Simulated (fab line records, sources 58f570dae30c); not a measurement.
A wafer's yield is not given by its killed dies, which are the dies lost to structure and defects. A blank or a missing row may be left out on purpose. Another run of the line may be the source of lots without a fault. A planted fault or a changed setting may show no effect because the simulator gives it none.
One fault seen from 2 desks / flow berkeley-cmos170 / what lay behind the numbers comes last; until then each desk has only its own

## METROLOGY DESK
What the gauges read for every lot (on any tool): the sampled wafers with a number, averaged. The brackets show how far a lot's mean lies from the usual mean; more than 4 standard deviations puts the lot out of limits, marked OUT.
Columns: A = NVT_OVL at UCB170_NVT_OVL_MEAS_06, usual 3 nm; B = NVT_TW at UCB170_NVT_TW_MEAS_09, usual 522; C = PVT_OVL at UCB170_PVT_OVL_MEAS_06, usual -2 nm
lot=L595; first seen here=day 7 09:21; A=-1; B=527; C=-0
lot=L600; first seen here=day 9 14:53; A=2; B=520; C=6
lot=L604; first seen here=day 9 15:03; A=6; B=528; C=3
lot=L613; first seen here=day 11 04:47; A=-2; B=523; C=-6
lot=L610; first seen here=day 11 05:03; A=17; B=522; C=1
lot=L612; first seen here=day 11 05:21; A=-3; B=517; C=0
This desk found nothing out of limits on any of the 6 lots.

## THE TOOL OWNER'S DESK: implanter-01
For each lot that ran on this tool, the mean over its sampled wafers that have a number, from the tool's own readings at UCB170_PVT_IMPLANT_07. The brackets show how far a lot's mean lies from the usual mean; more than 4 standard deviations puts the lot out of limits, marked OUT.
Columns: A = beam-energy-keV at UCB170_PVT_IMPLANT_07, usual 30.001; B = faraday-current-uA at UCB170_PVT_IMPLANT_07, usual 6.34; C = tilt-deg at UCB170_PVT_IMPLANT_07, usual 7.006 degrees
lot=L600; first seen here=day 9 16:53; A=30.003; B=6.41; C=7.007
lot=L610; first seen here=day 11 06:35; A=28.942 (-99 or more) OUT; B=6.25; C=7.011
lot=L612; first seen here=day 11 07:09; A=28.942 (-99 or more) OUT; B=6.49; C=7.004
This desk's finding: out of limits on L610, L612; first on L610, day 11 06:35 (beam-energy-keV at UCB170_PVT_IMPLANT_07). Within limits: L600.

## TAKEN TOGETHER
An alarm could have come from the tool owner's desk at day 11 06:35, on L610, L612.
Nothing out of limits was seen by the metrology desk.
The metrology desk has L610, L612 on record, within its limits.
On implanter-01, each named lot ran UCB170_PVT_IMPLANT_07.

## WHAT THE SIMULATOR HAD INSERTED
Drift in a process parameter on implanter-01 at UCB170_PVT_IMPLANT_07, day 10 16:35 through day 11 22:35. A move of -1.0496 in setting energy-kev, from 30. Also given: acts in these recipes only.
Struck lots among those shown: L610, L612.
How many hours passed from the start of the fault until each desk's first out-of-limits reading: the tool owner's desk, 14.
